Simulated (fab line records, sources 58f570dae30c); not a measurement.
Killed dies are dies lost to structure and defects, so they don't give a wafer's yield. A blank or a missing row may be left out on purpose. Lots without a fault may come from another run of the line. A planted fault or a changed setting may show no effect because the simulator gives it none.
Problem report in the 8D (eight disciplines) form, filled by code | flow berkeley_cmos170 | the parts of the form that need people (team, actions taken, sign-off) are left out

1. THE PROBLEM
GATE_OXIDE_THK at UCB170_GATE_THK_MEAS_02 reads a mean of 7.53 nm on 9 wafers of 3 lots; wafers without a fault read 6.65 nm with a standard deviation of 0.13. That is +6.7 standard deviations from the usual mean.
First seen on wafer L436.1, day 8 05:19, on film_metro-01. The record holds 24 wafers of 8 lots with a number at this step. Rule for "out", or "out of limits": more than 4 standard deviations from the usual mean. The other wafers with a number count as sound.

2. WHAT IT IS AND WHAT IT IS NOT
question                    | is                           | is not
which readings at this step | GATE_OXIDE_THK               | -
which lots                  | L434, L435, L436             | L427, L428, L429, L430, L431
which wafers of those lots  | all that have a number       | -
read on which gauges        | film_metro-01, film_metro-02 | film_metro-04
when                        | from day 8 05:19             | up to then (15 sound wafers)

3. SUSPECTS, AND WHAT RULES EACH OUT
Counting: a tool at a process step up to the reading stays a suspect if it ran every lot that is out and no sound lot after the first of them.
- the gauge at UCB170_GATE_THK_MEAS_02: ruled out. The wafers that are out were read on 2 gauges (film_metro-01, film_metro-02).
- furnace-01 at UCB170_GATE_OXIDATION_01 (target thk 6.6 nm, ox time 1800 s): kept. It ran every lot that is out, first L434 (day 8 03:49), and no sound lot after that; its last sound lot up to then is L430 (day 7 09:03).
Left after counting: furnace-01 at UCB170_GATE_OXIDATION_01.

4. THE CAUSE (what the simulator had put in)
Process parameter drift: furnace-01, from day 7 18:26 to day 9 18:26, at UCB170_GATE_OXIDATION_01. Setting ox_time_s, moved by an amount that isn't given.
Counting left only this tool.

5. THE CHAIN OF EFFECTS, in route order
Each row: a reading whose mean over the struck wafers that have a number lies more than 3 standard deviations from the usual. Only readings for which the record gives a usual standard deviation are gone through. hours: the time from each lot's start at the first step in this table that gives one to its start at this step, as a median over the lots. sigmas: the change in usual standard deviations.
hours | step                    | reading        | usual   | on struck wafers | change | sigmas
0     | UCB170_GATE_THK_MEAS_02 | GATE_OXIDE_THK | 6.65 nm | 7.53             | +0.88  | +6.7

6. WHAT WOULD HAVE CAUGHT IT SOONER
In this record the first reading out of limits at a measuring or inspecting step was taken at day 8 05:19, 11 hours after the fault began at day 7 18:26.
Of the tool readings at UCB170_GATE_OXIDATION_01 for which the record gives a usual standard deviation, none was out on any struck wafer, so an alarm limit of 4 standard deviations on them would not have fired.
All the lots that are out (3) had begun UCB170_GATE_OXIDATION_01 on furnace-01 by day 8 05:19. A hold on the tool at that time would have spared none of them.
